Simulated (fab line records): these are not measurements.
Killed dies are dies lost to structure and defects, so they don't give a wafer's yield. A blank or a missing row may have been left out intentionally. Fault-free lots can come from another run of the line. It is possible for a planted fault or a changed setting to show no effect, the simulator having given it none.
fab line records ; flow rit-cmos
record lots=14; wafers=42; last-day=7
route steps=202 shown FOX2@27 GATE@95 SPACER@128 M1@202
lots that met no fault: taken from a fault-free run of the same line
start-h: start of the lot's first displayed wafer, in hours after the record's first day ; wait-h: time in hours since the lot's previous step ; " repeats the value in the row above ; L1.1+2: a row that stands for several wafers ; - value missing, or start not given ; * or withheld: withheld ; < > ~ a bound
route shown NAME@n: names a module that has steps shown in the file, with the first one's number in the route ; usual: mean/standard deviation taken from wafers without a fault ; same: alike in all rows ; chamber/n: place in a boat ; sites: each site's reading ; _std_site: standard deviation across them ; _edge_site: mean of outer sites minus mean of inner sites ; radius-mm: for every site, how far away it sits from the centre of the wafer ; mask NAME#n: copy n ; behind: the most recent tool/chamber to have shaped the wafer ; hold: why the lot was held/for how many hours/how that ended ; device: the transistor (n, p or np) that didn't switch ; end of line: at the end of the route, the tests of the same wafers ; step lacking rows: just its recipe ; killed: the dies lost at the first sort to structure and to defects; this is not the yield of the wafer ; map: per-die view of a wafer (x killed, . not killed, _ where there is no die)
set.NAME: the setting as run; set.NAME@STEP: as run at that earlier step ; model.NAME: the simulator's own value behind a step, which no gauge read
the route's steps for a sample of lots (tables are steps, rows are wafers)
services: the hour from which a tool's chamber was out of use, counted from the record's first day as start-h (under 0 if before that day), plus the number of hours and why
## steps
# step RIT_FOX2_THK_MEAS_90
# recipe reads=SiO2_of_FOX2_OXIDATION_00
# usual FIELD_OXIDE_LEFT_1_THK=324/6.3
lot.wafer;tool;chamber;start-h;wait-h;FIELD_OXIDE_LEFT_1_THK[nm]
L558.2;film-metro-04;-;21.02;0.0;329
L558.4;film-metro-04;-;21.02;0.0;327
L558.5;film-metro-04;-;21.02;0.0;322
L559.1;film-metro-04;-;25.85;0.0;329
L559.2;film-metro-04;-;25.85;0.0;325
L559.4;film-metro-04;-;25.85;0.0;330
L560.1;film-metro-02;-;31.15;0.0;323
L560.2;film-metro-02;-;31.15;0.0;326
L560.4;film-metro-02;-;31.15;0.0;324
L561.1;film-metro-04;-;37.29;0.0;325
L561.5;film-metro-04;-;37.29;0.0;321
L561.6;film-metro-04;-;37.29;0.0;317
L562.1;film-metro-04;-;43.72;0.0;322
L562.5;film-metro-04;-;43.72;0.0;326
L562.6;film-metro-04;-;43.72;0.0;321
L565.2;film-metro-03;-;56.79;0.0;329
L565.5;film-metro-03;-;56.79;0.0;326
L565.6;film-metro-03;-;56.79;0.0;328
L566.1;film-metro-03;-;62.42;0.0;332
L566.4;film-metro-03;-;62.42;0.0;323
L566.6;film-metro-03;-;62.42;0.0;326
L571.2;film-metro-03;-;85.47;0.0;319
L571.3;film-metro-03;-;85.47;0.0;320
L571.4;film-metro-03;-;85.47;0.0;324
L574.2;film-metro-02;-;99.75;0.0;330
L574.3;film-metro-02;-;99.75;0.0;327
L574.6;film-metro-02;-;99.75;0.0;335
L577.1;film-metro-04;-;117.46;0.0;326
L577.4;film-metro-04;-;117.46;0.0;328
L577.6;film-metro-04;-;117.46;0.0;329
L578.2;film-metro-04;-;122.34;0.0;326
L578.4;film-metro-04;-;122.34;0.0;340
L578.5;film-metro-04;-;122.34;0.0;329
L579.1;film-metro-04;-;125.27;0.0;321
L579.2;film-metro-04;-;125.27;0.0;323
L579.4;film-metro-04;-;125.27;0.0;323
L580.2;film-metro-03;-;131.20;0.0;319
L580.4;film-metro-03;-;131.20;0.0;319
L580.5;film-metro-03;-;131.20;0.0;321
L581.1;film-metro-02;-;136.34;0.0;327
L581.4;film-metro-02;-;136.34;0.0;331
L581.6;film-metro-02;-;136.34;0.0;329
# step RIT_FOX2_THK_MEAS_91
# recipe reads=SiO2_of_FOX2_OXIDATION_00
# usual FIELD_OXIDE_LEFT_2_THK=256/6.3
lot.wafer;tool;chamber;start-h;wait-h;FIELD_OXIDE_LEFT_2_THK[nm]
L558.2;film-metro-04;-;33.37;0.0;260
L558.4;film-metro-04;-;33.37;0.0;258
L558.5;film-metro-04;-;33.37;0.0;254
L559.1;film-metro-04;-;38.23;0.0;261
L559.2;film-metro-04;-;38.23;0.0;258
L559.4;film-metro-04;-;38.23;0.0;263
L560.1;film-metro-03;-;45.43;0.0;254
L560.2;film-metro-03;-;45.43;0.0;258
L560.4;film-metro-03;-;45.43;0.0;256
L561.1;film-metro-03;-;51.78;0.0;258
L561.5;film-metro-03;-;51.78;0.0;254
L561.6;film-metro-03;-;51.78;0.0;249
L562.1;film-metro-03;-;57.78;0.0;253
L562.5;film-metro-03;-;57.78;0.0;256
L562.6;film-metro-03;-;57.78;0.0;252
L565.2;film-metro-02;-;70.52;0.0;260
L565.5;film-metro-02;-;70.52;0.0;258
L565.6;film-metro-02;-;70.52;0.0;259
L566.1;film-metro-04;-;74.87;0.0;264
L566.4;film-metro-04;-;74.87;0.0;254
L566.6;film-metro-04;-;74.87;0.0;258
L571.2;film-metro-04;-;98.02;0.0;251
L571.3;film-metro-04;-;98.02;0.0;252
L571.4;film-metro-04;-;98.02;0.0;256
L574.2;film-metro-04;-;112.49;0.0;262
L574.3;film-metro-04;-;112.49;0.0;259
L574.6;film-metro-04;-;112.49;0.0;266
L577.1;film-metro-03;-;130.36;0.0;257
L577.4;film-metro-03;-;130.36;0.0;259
L577.6;film-metro-03;-;130.36;0.0;260
L578.2;film-metro-03;-;135.63;0.0;258
L578.4;film-metro-03;-;135.63;0.0;271
L578.5;film-metro-03;-;135.63;0.0;260
L579.1;film-metro-04;-;137.67;0.0;254
L579.2;film-metro-04;-;137.67;0.0;255
L579.4;film-metro-04;-;137.67;0.0;255
L580.2;film-metro-03;-;143.55;0.0;253
L580.4;film-metro-03;-;143.55;0.0;252
L580.5;film-metro-03;-;143.55;0.0;254
L581.1;film-metro-04;-;149.62;0.0;260
L581.4;film-metro-04;-;149.62;0.0;263
L581.6;film-metro-04;-;149.62;0.0;261
# step RIT_GATE_ETCH_19
# recipe chemistry=SF6/CHF3/O2; time-s=165; SF6_flow_sccm=30; CHF3_flow_sccm=30; O2_flow_sccm=5; target=poly-Si; pressure-mtorr=40; rf-w=160; target-depth-a=3125; over-etch-frac=0.25; stop-on=SiO2
# usual drypump-motor-current-A=5.9/0.46; oes-product-au=0.851/0.015; throttle-valve-pct=10.24/0.077
lot.wafer;tool;chamber;start-h;wait-h;drypump-motor-current-A;oes-product-au;rf-hours-counter-h;throttle-valve-pct
L558.2;rie-si-02;2;40.21;0.1;6.2;0.851;108;10.20
L558.4;rie-si-02;1;40.21;0.1;6.0;0.867;40;10.19
L558.5;rie-si-02;1;40.21;0.1;5.9;0.881;-;10.19
L559.1;rie-si-01;1;49.18;0.1;5.9;0.839;32;10.26
L559.2;rie-si-01;2;49.18;0.1;5.5;0.823;13;10.15
L559.4;rie-si-01;0;49.18;0.1;5.2;0.850;87;10.25
L560.1;rie-si-02;1;53.72;0.1;6.0;0.875;40;10.18
L560.2;rie-si-02;3;53.72;0.1;5.6;0.865;2;10.18
L560.4;rie-si-02;2;53.72;0.1;6.2;0.852;-;10.22
L561.1;rie-si-01;0;57.12;0.1;5.2;0.868;87;10.24
L561.5;rie-si-01;0;57.12;0.1;5.2;0.861;-;10.25
L561.6;rie-si-01;1;57.12;0.1;5.9;0.857;-;10.28
L562.1;rie-si-02;1;65.53;0.1;5.9;0.873;40;10.20
L562.5;rie-si-02;1;65.53;0.1;6.0;0.872;-;10.20
L562.6;rie-si-02;2;65.53;0.1;6.1;0.845;-;10.19
L565.2;rie-si-01;1;77.21;0.1;5.9;0.853;32;10.26
L565.5;rie-si-01;3;77.21;0.1;6.6;0.848;-;10.42
L565.6;rie-si-01;2;77.21;0.1;5.5;0.829;-;10.15
L566.1;rie-si-02;3;82.04;0.1;5.7;0.872;2;10.17
L566.4;rie-si-02;0;82.04;0.1;6.6;0.858;0;10.28
L566.6;rie-si-02;2;82.04;0.1;6.2;0.848;-;10.20
L571.2;rie-si-01;1;103.22;0.1;5.9;0.852;33;10.26
L571.3;rie-si-01;3;103.22;0.1;6.6;0.843;2;10.43
L571.4;rie-si-01;2;103.22;0.1;5.5;0.819;14;10.15
L574.2;rie-si-02;2;117.49;0.1;6.1;0.850;109;10.19
L574.3;rie-si-02;0;117.49;0.1;6.7;0.847;0;10.27
L574.6;rie-si-02;0;117.49;0.1;6.7;0.852;-;10.28
L577.1;rie-si-01;0;136.91;0.1;5.2;0.854;88;10.25
L577.4;rie-si-01;2;136.91;0.1;5.5;0.832;14;10.16
L577.6;rie-si-01;1;136.91;0.1;5.9;0.858;-;10.28
L578.2;rie-si-02;3;140.20;0.1;5.7;0.877;3;10.19
L578.4;rie-si-02;1;140.20;0.1;6.0;0.869;41;10.18
L578.5;rie-si-02;3;140.20;0.1;5.6;0.864;-;10.18
L579.1;rie-si-01;1;143.63;0.1;5.9;0.842;33;10.26
L579.2;rie-si-01;3;143.63;0.1;6.6;0.840;2;10.43
L579.4;rie-si-01;2;143.63;0.1;5.5;0.827;14;10.15
L580.2;rie-si-02;2;148.77;0.1;6.2;0.838;109;10.21
L580.4;rie-si-02;3;148.77;0.1;5.6;0.867;3;10.18
L580.5;rie-si-02;0;148.77;0.1;6.6;0.851;-;10.27
L581.1;rie-si-01;3;157.49;0.1;6.6;0.840;3;10.44
L581.4;rie-si-01;0;157.49;0.1;5.2;0.861;88;10.25
L581.6;rie-si-01;0;157.49;0.1;5.2;0.851;-;10.24
# step RIT_SPACER_CVD_03
# recipe material=Si3N4; target-thk-nm=250; temp-c=810; precursor=SiH2Cl2/NH3; time-s=3300; pressure-mtorr=300; sih2cl2-flow-sccm=60; nh3-flow-sccm=150
# usual spike-tc-centre-C=812.4/1.2; spike-tc-load-C=837.2/1.6; spike-tc-source-C=831.1/2.1; susceptor-temp-C=810.1/0.33
lot.wafer;tool;chamber;start-h;wait-h;spike-tc-centre-C;spike-tc-load-C;spike-tc-source-C;susceptor-temp-C
L558.2;lpcvd-02;0;49.30;0.0;813.7;835.8;833.6;810.0
L558.4;lpcvd-02;0;49.30;0.0;813.9;835.2;832.5;810.2
L558.5;lpcvd-02;0;49.30;0.0;813.7;835.5;834.2;810.5
L559.1;lpcvd-02;0;56.41;0.0;814.4;835.2;830.6;810.6
L559.2;lpcvd-02;0;56.41;0.0;815.6;835.8;833.8;810.0
L559.4;lpcvd-02;0;56.41;0.0;812.8;836.6;833.6;809.7
L560.1;lpcvd-02;1;60.63;0.0;813.3;838.8;830.7;809.9
L560.2;lpcvd-02;1;60.63;0.0;814.5;841.6;832.6;810.4
L560.4;lpcvd-02;1;60.63;0.0;812.9;840.1;831.6;809.5
L561.1;lpcvd-02;0;65.96;0.0;814.7;834.0;833.1;810.1
L561.5;lpcvd-02;0;65.96;0.0;814.1;837.7;834.4;810.0
L561.6;lpcvd-02;0;65.96;0.0;814.9;835.4;832.7;809.9
L562.1;lpcvd-02;0;73.18;0.0;827.8;851.4;849.7;825.6
L562.5;lpcvd-02;0;73.18;0.0;827.7;852.0;847.6;824.9
L562.6;lpcvd-02;0;73.18;0.0;827.3;851.8;847.7;825.5
L565.2;lpcvd-01;1;84.64;0.5;812.1;839.6;826.8;810.6
L565.5;lpcvd-01;1;84.64;0.5;812.0;837.0;829.3;810.6
L565.6;lpcvd-01;1;84.64;0.5;810.3;838.0;829.1;809.8
L566.1;lpcvd-02;0;88.88;0.0;828.8;851.2;849.0;825.3
L566.4;lpcvd-02;0;88.88;0.0;829.1;851.2;847.7;825.6
L566.6;lpcvd-02;0;88.88;0.0;828.0;852.1;847.7;825.3
L571.2;lpcvd-01;1;112.17;0.0;810.2;837.9;828.2;810.1
L571.3;lpcvd-01;1;112.17;0.0;813.0;838.0;826.1;810.1
L571.4;lpcvd-01;1;112.17;0.0;812.9;839.4;825.3;810.0
L574.2;lpcvd-01;0;124.70;0.0;811.6;837.5;829.9;809.9
L574.3;lpcvd-01;0;124.70;0.0;810.5;836.5;831.4;810.0
L574.6;lpcvd-01;0;124.70;0.0;810.6;836.9;831.5;809.6
L577.1;lpcvd-02;1;143.50;0.0;811.1;837.9;830.2;810.0
L577.4;lpcvd-02;1;143.50;0.0;812.0;839.4;831.1;809.9
L577.6;lpcvd-02;1;143.50;0.0;813.1;840.6;828.6;809.8
L578.2;lpcvd-01;1;149.41;0.0;811.3;835.9;827.5;810.2
L578.4;lpcvd-01;1;149.41;0.0;812.1;838.9;827.3;810.1
L578.5;lpcvd-01;1;149.41;0.0;813.1;837.7;827.0;810.1
L579.1;lpcvd-02;1;151.57;0.0;812.0;838.9;831.9;810.8
L579.2;lpcvd-02;1;151.57;0.0;812.3;838.3;832.0;810.4
L579.4;lpcvd-02;1;151.57;0.0;811.7;840.5;831.7;810.1
L580.2;lpcvd-01;0;155.37;0.0;812.1;836.9;830.7;809.9
L580.4;lpcvd-01;0;155.37;0.0;812.6;837.0;830.3;810.0
L580.5;lpcvd-01;0;155.37;0.0;810.8;836.3;830.9;809.6
L581.1;lpcvd-02;0;166.08;0.0;813.8;836.7;834.3;810.0
L581.4;lpcvd-02;0;166.08;0.0;813.8;835.7;834.7;810.0
L581.6;lpcvd-02;0;166.08;0.0;813.8;836.5;834.3;809.7
# step RIT_SPACER_THK_MEAS_04
# recipe reads=Si3N4_of_SPACER_CVD_03
# usual SPACER_NITRIDE_THK=249.5/3
lot.wafer;tool;chamber;start-h;wait-h;SPACER_NITRIDE_THK[nm]
L558.2;film-metro-01;-;51.23;0.0;251.0
L558.4;film-metro-01;-;51.23;0.0;252.3
L558.5;film-metro-01;-;51.23;0.0;251.9
L559.1;film-metro-04;-;58.32;0.0;252.3
L559.2;film-metro-04;-;58.32;0.0;250.7
L559.4;film-metro-04;-;58.32;0.0;251.5
L560.1;film-metro-04;-;62.55;0.0;246.7
L560.2;film-metro-04;-;62.55;0.0;250.4
L560.4;film-metro-04;-;62.55;0.0;249.5
L561.1;film-metro-03;-;67.87;0.0;249.4
L561.5;film-metro-03;-;67.87;0.0;249.3
L561.6;film-metro-03;-;67.87;0.0;250.1
L562.1;film-metro-03;-;75.09;0.0;322.7
L562.5;film-metro-03;-;75.09;0.0;324.5
L562.6;film-metro-03;-;75.09;0.0;325.8
L565.2;film-metro-04;-;86.57;0.0;252.0
L565.5;film-metro-04;-;86.57;0.0;251.9
L565.6;film-metro-04;-;86.57;0.0;250.3
L566.1;film-metro-03;-;90.80;0.0;323.2
L566.4;film-metro-03;-;90.80;0.0;321.6
L566.6;film-metro-03;-;90.80;0.0;321.0
L571.2;film-metro-04;-;114.09;0.0;250.0
L571.3;film-metro-04;-;114.09;0.0;250.3
L571.4;film-metro-04;-;114.09;0.0;246.6
L574.2;film-metro-01;-;126.63;0.0;249.7
L574.3;film-metro-01;-;126.63;0.0;249.8
L574.6;film-metro-01;-;126.63;0.0;247.3
L577.1;film-metro-03;-;145.42;0.0;253.2
L577.4;film-metro-03;-;145.42;0.0;251.1
L577.6;film-metro-03;-;145.42;0.0;251.8
L578.2;film-metro-04;-;151.33;0.0;244.6
L578.4;film-metro-04;-;151.33;0.0;246.5
L578.5;film-metro-04;-;151.33;0.0;245.6
L579.1;film-metro-03;-;153.49;0.0;251.7
L579.2;film-metro-03;-;153.49;0.0;253.8
L579.4;film-metro-03;-;153.49;0.0;253.3
L580.2;film-metro-03;-;157.30;0.0;248.4
L580.4;film-metro-03;-;157.30;0.0;247.7
L580.5;film-metro-03;-;157.30;0.0;248.8
L581.1;film-metro-04;-;168.00;0.0;251.1
L581.4;film-metro-04;-;168.00;0.0;251.3
L581.6;film-metro-04;-;168.00;0.0;252.4
# step RIT_SPACER_ETCHBACK_05
# recipe target-depth-a=2500; SF6_flow_sccm=30; CHF3_flow_sccm=30; target=Si3N4; chemistry=SF6/CHF3; pressure-mtorr=40; rf-w=250; time-s=240; stop-on=SiO2
# usual drypump-motor-current-A=5.5/0.43; oes-product-au=0.841/0.014; throttle-valve-pct=10.22/0.15
lot.wafer;tool;chamber;start-h;wait-h;drypump-motor-current-A;oes-product-au;rf-hours-counter-h;throttle-valve-pct
L558.2;rie-diel-03;0;51.28;0.0;5.5;0.856;119;10.02
L558.4;rie-diel-03;3;51.28;0.0;5.8;0.853;126;10.19
L558.5;rie-diel-03;0;51.28;0.0;5.6;0.860;-;10.01
L559.1;rie-diel-03;1;58.38;0.1;5.5;0.854;32;10.37
L559.2;rie-diel-03;0;58.38;0.1;5.5;0.863;119;10.02
L559.4;rie-diel-03;2;58.38;0.1;4.8;0.838;7;10.18
L560.1;rie-diel-01;3;62.61;0.1;4.9;0.845;125;10.32
L560.2;rie-diel-01;1;62.61;0.1;5.7;0.826;14;10.34
L560.4;rie-diel-01;2;62.61;0.1;6.5;0.842;139;10.42
L561.1;rie-diel-03;1;67.93;0.1;5.5;0.847;33;10.34
L561.5;rie-diel-03;2;67.93;0.1;4.9;0.820;-;10.17
L561.6;rie-diel-03;1;67.93;0.1;5.5;0.843;-;10.36
L562.1;rie-diel-03;0;75.15;0.1;5.6;1.004;119;10.06
L562.5;rie-diel-03;0;75.15;0.1;5.6;1.006;-;10.08
L562.6;rie-diel-03;3;75.15;0.1;5.8;0.988;-;10.24
L565.2;rie-diel-03;2;86.62;0.0;4.9;0.832;7;10.17
L565.5;rie-diel-03;2;86.62;0.0;4.9;0.839;-;10.18
L565.6;rie-diel-03;3;86.62;0.0;5.8;0.853;-;10.22
L566.1;rie-diel-04;3;90.86;0.1;5.6;0.968;6;10.01
L566.4;rie-diel-04;1;90.86;0.1;5.8;0.973;5;10.27
L566.6;rie-diel-04;3;90.86;0.1;5.6;0.972;-;10.00
L571.2;rie-diel-03;2;114.14;0.0;4.9;0.826;8;10.17
L571.3;rie-diel-03;3;114.14;0.0;5.8;0.849;128;10.20
L571.4;rie-diel-03;1;114.14;0.0;5.5;0.826;34;10.35
L574.2;rie-diel-03;3;126.68;0.0;5.8;0.843;128;10.20
L574.3;rie-diel-03;0;126.68;0.0;5.6;0.855;120;10.03
L574.6;rie-diel-03;2;126.68;0.0;4.9;0.822;-;10.17
L577.1;rie-diel-04;3;145.48;0.1;5.6;0.836;7;9.96
L577.4;rie-diel-04;0;145.48;0.1;5.5;0.860;13;10.48
L577.6;rie-diel-04;2;145.48;0.1;5.5;0.847;-;10.14
L578.2;rie-diel-04;1;151.38;0.0;5.8;0.815;6;10.21
L578.4;rie-diel-04;3;151.38;0.0;5.6;0.816;7;9.94
L578.5;rie-diel-04;3;151.38;0.0;5.6;0.813;-;9.97
L579.1;rie-diel-03;2;153.55;0.1;4.8;0.839;9;10.19
L579.2;rie-diel-03;1;153.55;0.1;5.5;0.860;35;10.35
L579.4;rie-diel-03;0;153.55;0.1;5.6;0.869;121;10.01
L580.2;rie-diel-04;3;157.35;0.0;5.6;0.821;8;9.94
L580.4;rie-diel-04;0;157.35;0.0;5.5;0.836;-;10.47
L580.5;rie-diel-04;1;157.35;0.0;5.8;0.819;-;10.22
L581.1;rie-diel-03;0;168.06;0.1;5.5;0.855;121;10.02
L581.4;rie-diel-03;2;168.06;0.1;4.9;0.826;-;10.17
L581.6;rie-diel-03;0;168.06;0.1;5.6;0.867;-;10.02
# step RIT_M1_PROBE_99
# usual killed-at-contacts=0.1/0.3; killed-at-front-end=7/3.3; killed-dies=7/3.3; killed-on-rim=2.2/1.4; killed-open=3.8/2.3; killed-short=3.5/2.1
# same gross-dies=264; killed_at_M0_to_M3=0; killed_at_M4_up=0; killed-at-back-side=0; killed-at-other=0
lot.wafer;tool;chamber;start-h;wait-h;killed-at-contacts;killed-at-front-end;killed-dies;killed-on-rim;killed-open;killed-short
L558.2;prober-01;-;62.24;0.1;0;3;3;1;1;2
L558.4;prober-01;-;62.34;0.2;0;5;5;4;3;2
L558.5;prober-01;-;62.39;0.2;1;7;8;3;4;3
L559.1;prober-01;-;69.80;0.1;1;7;8;2;1;7
L559.2;prober-01;-;69.85;0.1;0;9;9;1;5;4
L559.4;prober-01;-;69.95;0.2;0;7;7;1;2;4
L561.1;prober-01;-;79.11;0.1;0;4;4;2;2;2
L561.5;prober-01;-;79.31;0.2;0;7;7;1;4;3
L561.6;prober-01;-;79.36;0.2;0;8;8;1;2;6
L562.1;prober-01;-;86.17;0.1;0;260;260;70;7;7
L562.5;prober-01;-;86.37;0.2;0;263;263;70;3;5
L562.6;prober-01;-;86.42;0.2;0;264;264;70;8;3
L566.1;prober-01;-;102.06;0.1;0;233;233;70;2;1
L566.4;prober-01;-;102.21;0.2;0;258;258;67;1;2
L566.6;prober-01;-;102.31;0.2;0;228;228;65;4;2
# killed by level:class
L558.2 FOX1:geometric-particle:short=1 GATE:geometric-particle:short=1 REOX:geometric-particle:open=1
L558.4 GATE:geometric-particle:open=3 FOX1:geometric-particle:short=1 SILICIDE:geometric-particle:short=1
L558.5 GATE:geometric-particle:open=2 FOX1:geometric-particle:short=1 GATE:geometric-particle:short=1 SPACER:geometric-particle:open=1 SILICIDE:geometric-particle:short=1 SILICIDE:geometric-particle:open=1 CONTACT:coat-microbubble-printed=1
L559.1 REOX:geometric-particle:short=4 FOX1:geometric-particle:short=1 GATE:geometric-particle:short=1 GATE:geometric-particle:open=1 CONTACT:geometric-particle:short=1
L559.2 GATE:geometric-particle:open=3 REOX:geometric-particle:short=2 FOX1:geometric-particle:short=1 GATE:geometric-particle:short=1 REOX:geometric-particle:open=1 SILICIDE:geometric-particle:open=1
L559.4 REOX:geometric-particle:short=2 FOX1:geometric-particle:open=1 FOX1:geometric-particle:short=1 GATE:geometric-particle:short=1 SPACER:geometric-particle:open=1 PRETRO:coat-microbubble-printed=1
L561.1 FOX1:geometric-particle:open=1 FOX2:geometric-particle:open=1 GATE:geometric-particle:short=1 SPACER:geometric-particle:short=1
L561.5 GATE:geometric-particle:open=3 FOX1:geometric-particle:open=1 FOX2:geometric-particle:short=1 SPACER:geometric-particle:short=1 SILICIDE:geometric-particle:short=1
L561.6 SPACER:geometric-particle:short=3 GATE:geometric-particle:short=2 FOX2:geometric-particle:open=1 FOX2:geometric-particle:short=1 SPACER:geometric-particle:open=1
L562.1 SPACER:area-etchback=246 FOX1:geometric-particle:open=3 FOX1:geometric-particle:short=2 GATE:geometric-particle:short=2 REOX:geometric-particle:open=2 SPACER:geometric-particle:short=2 SPACER:geometric-particle:open=2 FOX2:geometric-particle:short=1
L562.5 SPACER:area-etchback=255 FOX1:geometric-particle:short=2 FOX1:geometric-particle:open=1 FOX2:geometric-particle:short=1 GATE:geometric-particle:open=1 SPACER:geometric-particle:short=1 SILICIDE:geometric-particle:open=1 SILICIDE:geometric-particle:short=1
L562.6 SPACER:area-etchback=253 FOX1:geometric-particle:open=3 SILICIDE:geometric-particle:open=3 GATE:geometric-particle:short=2 GATE:geometric-particle:open=1 SPACER:geometric-particle:open=1 SILICIDE:geometric-particle:short=1
L566.1 SPACER:area-etchback=230 REOX:geometric-particle:open=1 SPACER:geometric-particle:open=1 SILICIDE:geometric-particle:short=1
L566.4 SPACER:area-etchback=255 SPACER:geometric-particle:short=2 FOX1:geometric-particle:open=1
L566.6 SPACER:area-etchback=222 GATE:geometric-particle:open=3 GATE:geometric-particle:short=1 SPACER:geometric-particle:short=1 SILICIDE:geometric-particle:open=1
## services
tool;chamber;start-h;hours;kind
lpcvd-01;-;21.68;3.0;repair
rie-diel-01;2;37.82;1.4;repair
rie-si-02;0;47.12;-;clean
rie-si-02;0;47.12;19.0;scheduled-down
rie-si-02;0;47.12;19.0;vent-cycle
rie-si-02;2;77.92;3.8;repair
rie-diel-04;3;86.84;2.3;repair
rie-si-01;2;109.78;12.4;repair
rie-diel-04;0;125.20;9.8;repair
lpcvd-02;-;125.28;0.9;repair
rie-diel-04;-;128.07;13.8;repair
rie-diel-04;3;129.12;3.5;repair
rie-diel-03;3;131.54;16.4;repair
rie-diel-01;-;145.81;0.7;repair
rie-diel-03;2;157.16;2.7;repair
rie-diel-04;2;157.16;4.5;repair
rie-diel-03;3;160.37;17.6;repair
## key
first-sign step=RIT_SPACER_CVD_03; reading=susceptor-temp-C; direction=up; sigmas=46; usual=*; struck=*
effect step=RIT_SPACER_CVD_03; reading=spike-tc-centre-C; direction=up; sigmas=13; usual=812.4; struck=828.1
effect step=RIT_SPACER_THK_MEAS_04; reading=SPACER_NITRIDE_THK; direction=up; sigmas=25; usual=249.5; struck=323.1
effect step=RIT_SPACER_ETCHBACK_05; reading=oes-product-au; direction=up; sigmas=10; usual=0.841; struck=0.985
effect step=RIT_M1_PROBE_99; reading=killed-at-front-end; direction=up; sigmas=74; usual=7; struck=251
more-kills-born-at RIT_SPACER_ETCHBACK_05@rie-diel-03=754; RIT_SPACER_ETCHBACK_05@rie-diel-04=707
met-at RIT_SPACER_CVD_03
struck-lots L562,L566
struck-wafers L562.1,L562.5,L562.6,L566.1,L566.4,L566.6
later-rows-left-out L562.1,L562.5,L562.6,L566.1,L566.4,L566.6
tester-left-out L562,L566
not-acting-at RIT_FOX2_THK_MEAS_90,RIT_FOX2_THK_MEAS_91,RIT_GATE_ETCH_19
fault kind=process-parameter-drift; tool=lpcvd-02; chamber=0; onset-h=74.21; steps=RIT_SPACER_CVD_03; channel=temp-c; offset=*; shape=step; end-h=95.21; acts-in=*; stated=*
# tester-left-out: of these lots the tester's yield and bins aren't shown, on N5 and GAA mostly nor the transistor test; their killed dies are dies lost to structure and defects alone, not to doping, threshold or leakage, so they don't give the yield
# later-rows-left-out: the simulator's readings of these wafers behind a module that went badly wrong aren't trusted and aren't shown, but for the sort
